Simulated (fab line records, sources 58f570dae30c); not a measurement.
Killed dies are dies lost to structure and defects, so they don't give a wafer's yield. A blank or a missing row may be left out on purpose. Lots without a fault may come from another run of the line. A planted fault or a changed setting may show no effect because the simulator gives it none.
Which tool did it? | flow berkeley_cmos170 | 15 lots, 45 wafers sampled, at 5 steps of a route of 331

WHAT THE GAUGES READ, wafer by wafer
UCB170_GATE_CD_MEAS_90: target cd 350 nm.
lot  | measured     | on        | cd_nm (nm)
L480 | day 7 00:46  | cd_sem-02 | 348.4 348.6 349.9
L482 | day 7 20:37  | cd_sem-01 | 348.1 347.4 346.7
L483 | day 7 20:52  | cd_sem-01 | 350.9 351.3 350.6
L481 | day 7 21:07  | cd_sem-02 | 347.4 347.7 347.4
L487 | day 9 00:11  | cd_sem-02 | 349.3 348.9 347.1
L489 | day 9 11:18  | cd_sem-02 | 348.3 348.1 347.0
L488 | day 9 11:55  | cd_sem-02 | 349.9 349.1 349.5
L490 | day 9 12:04  | cd_sem-02 | 351.7 350.3 350.0
L493 | day 10 09:05 | cd_sem-02 | 347.5 350.3 347.5
L495 | day 10 09:11 | cd_sem-01 | 351.3 351.6 349.8
L494 | day 10 09:20 | cd_sem-02 | 349.9 349.0 348.3
L497 | day 11 08:07 | cd_sem-01 | 349.1 349.0 348.4
L500 | day 11 15:19 | cd_sem-02 | 348.1 349.2 350.4
L501 | day 11 15:34 | cd_sem-01 | 349.5 350.4 347.9
L502 | day 11 15:38 | cd_sem-01 | 349.2 348.5 348.4

UCB170_PSD_OVL_MEAS_07.
lot  | measured     | on         | PSD_OVL (nm)
L480 | day 7 17:00  | overlay-01 | -1 -3 2
L482 | day 8 09:39  | overlay-02 | 2 13 5
L483 | day 8 09:44  | overlay-01 | 7 9 2
L481 | day 8 09:56  | overlay-02 | 5 14 1
L487 | day 9 10:42  | overlay-02 | -4 -3 -1
L489 | day 10 02:22 | overlay-02 | 1 -7 0
L488 | day 10 02:29 | overlay-02 | 5 5 2
L490 | day 10 01:55 | overlay-02 | 1 -9 -2
L493 | day 11 02:49 | overlay-01 | 2 -3 -5
L495 | day 11 03:07 | overlay-01 | 0 6 0
L494 | day 11 02:42 | overlay-02 | -7 -2 -3
L497 | day 11 18:09 | overlay-01 | 2 6 4
L500 | day 12 02:07 | overlay-02 | -2 6 5
L501 | day 12 02:29 | overlay-01 | -3 1 -8
L502 | day 12 02:22 | overlay-02 | -6 10 0

UCB170_SDANNEAL_RS_MEAS_05: measures by four-point-probe.
lot  | measured     | on            | NLDD_RS (ohm/sq)
L480 | day 7 20:29  | film_metro-04 | 613.9 614.2 614.3
L482 | day 8 13:20  | film_metro-01 | 617.9 617.3 616.0
L483 | day 8 13:32  | film_metro-02 | 615.8 613.7 617.4
L481 | day 8 13:43  | film_metro-04 | 613.3 614.3 612.4
L487 | day 9 17:37  | film_metro-02 | 615.4 613.6 613.7
L489 | day 10 09:29 | film_metro-01 | 615.5 615.6 617.7
L488 | day 10 09:34 | film_metro-04 | 628.8 630.8 629.7
L490 | day 10 08:37 | film_metro-01 | 626.3 626.3 627.1
L493 | day 11 08:10 | film_metro-04 | 624.6 625.7 627.1
L495 | day 11 08:20 | film_metro-02 | 614.3 614.8 615.0
L494 | day 11 07:49 | film_metro-01 | 614.8 615.6 615.0
L497 | day 11 22:13 | film_metro-02 | 615.8 616.2 615.7
L500 | day 12 08:49 | film_metro-04 | 613.7 615.6 613.1
L501 | day 12 09:00 | film_metro-01 | 614.9 618.4 617.1
L502 | day 12 09:26 | film_metro-01 | 614.3 616.7 615.7

WHICH TOOL RAN EACH LOT (tool, then ch and the chambers of the sampled wafers, then the start)
lot  | UCB170_NLDD_IMPLANT_09          | UCB170_SDANNEAL_RTA_00
L480 | implanter-02 ch 0, day 7 06:49  | rtp_anneal-01 ch 0, day 7 20:01
L482 | implanter-01 ch 0, day 8 02:57  | rtp_anneal-01 ch 0, day 8 12:51
L483 | implanter-02 ch 0, day 8 03:15  | rtp_anneal-02 ch 0, day 8 13:02
L481 | implanter-04 ch 0, day 8 03:04  | rtp_anneal-01 ch 0, day 8 13:13
L487 | implanter-02 ch 0, day 9 03:37  | rtp_anneal-01 ch 0, day 9 17:07
L489 | implanter-04 ch 0, day 9 18:58  | rtp_anneal-01 ch 0, day 10 08:53
L488 | implanter-02 ch 0, day 9 19:04  | rtp_anneal-01 ch 0, day 10 09:05
L490 | implanter-02 ch 0, day 9 18:12  | rtp_anneal-02 ch 0, day 10 08:06
L493 | implanter-02 ch 0, day 10 15:59 | rtp_anneal-02 ch 0, day 11 07:41
L495 | implanter-04 ch 0, day 10 16:05 | rtp_anneal-01 ch 0, day 11 07:50
L494 | implanter-01 ch 0, day 10 16:07 | rtp_anneal-01 ch 0, day 11 07:20
L497 | implanter-01 ch 0, day 11 12:39 | rtp_anneal-01 ch 0, day 11 21:43
L500 | implanter-01 ch 0, day 11 19:26 | rtp_anneal-02 ch 0, day 12 08:19
L501 | implanter-01 ch 0, day 11 20:56 | rtp_anneal-01 ch 0, day 12 08:28
L502 | implanter-04 ch 0, day 11 20:36 | rtp_anneal-02 ch 0, day 12 08:53
- UCB170_NLDD_IMPLANT_09
- UCB170_SDANNEAL_RTA_00: time 10 s.

WHAT THE TOOLS THEMSELVES READ (means of the sampled wafers that have a number; where no wafer has one, the mark that the record gives instead)
UCB170_NLDD_IMPLANT_09.
lot  | tool         | beam_on_s (s)
L480 | implanter-02 | 9.94
L482 | implanter-01 | 10.04
L483 | implanter-02 | 10.00
L481 | implanter-04 | 9.87
L487 | implanter-02 | 10.04
L489 | implanter-04 | 10.00
L488 | implanter-02 | 10.04
L490 | implanter-02 | 10.11
L493 | implanter-02 | 10.04
L495 | implanter-04 | 9.98
L494 | implanter-01 | 9.98
L497 | implanter-01 | 10.07
L500 | implanter-01 | 9.92
L501 | implanter-01 | 9.99
L502 | implanter-04 | 9.99

UCB170_SDANNEAL_RTA_00.
lot  | tool          | lamp_power_pct (%) | wafer_temp_C_max
L480 | rtp_anneal-01 | 19.5               | 905.5
L482 | rtp_anneal-01 | 19.5               | 904.4
L483 | rtp_anneal-02 | 25.3               | 904.6
L481 | rtp_anneal-01 | 19.5               | 905.7
L487 | rtp_anneal-01 | 19.5               | 905.1
L489 | rtp_anneal-01 | 19.5               | 906.2
L488 | rtp_anneal-01 | 19.5               | 905.3
L490 | rtp_anneal-02 | 25.2               | 906.3
L493 | rtp_anneal-02 | 25.2               | 905.4
L495 | rtp_anneal-01 | 19.5               | 905.6
L494 | rtp_anneal-01 | 19.5               | 905.3
L497 | rtp_anneal-01 | 19.5               | 906.2
L500 | rtp_anneal-02 | 25.2               | 904.5
L501 | rtp_anneal-01 | 19.5               | 905.5
L502 | rtp_anneal-02 | 25.2               | 905.6

THE ANSWER, worked out from the rows above alone
Rule: what is usual is taken from the lots themselves. Put in order of their means at a reading, lots are off if they are a third of the lots or fewer, leave a main group of 4 or more, and stand apart from it by a gap of 3 or more times the standard deviation of the main group's means; of several such gaps the widest counts. A main group whose means are all the same, to the digits that the tables above print for the reading, isn't used. A lot without any number at a reading at which 4 lots or more have one is off too. The other lots that the step has rows for count as sound. The gauges are gone through in route order, then the tools' own readings, and for those a lot's mean is taken as printed above. The first step at which some lot is off is used, and at that step the reading that is off furthest; a lot without a number counts as furthest.
Off: L488, L490, L493, at UCB170_SDANNEAL_RS_MEAS_05 (NLDD_RS). The main group: mean 615.2 ohm/sq, standard deviation 1.1.
A tool fits if, at a process step before that reading, it ran every lot that is off, and no sound lot after the first of them. The gauges at UCB170_SDANNEAL_RS_MEAS_05 are tried like those tools. One fits: implanter-02 at UCB170_NLDD_IMPLANT_09. Its last sound lot is L487 (day 9 03:37), its first lot that is off L490 (day 9 18:12): a fault that began between those two fits.

WHAT THE SIMULATOR HAD PUT IN
Process parameter drift: implanter-02, from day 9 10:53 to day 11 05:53, at UCB170_NLDD_IMPLANT_09. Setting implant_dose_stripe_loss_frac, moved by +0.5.
Lots struck among those shown: L488, L490, L493. The rule above found the same.
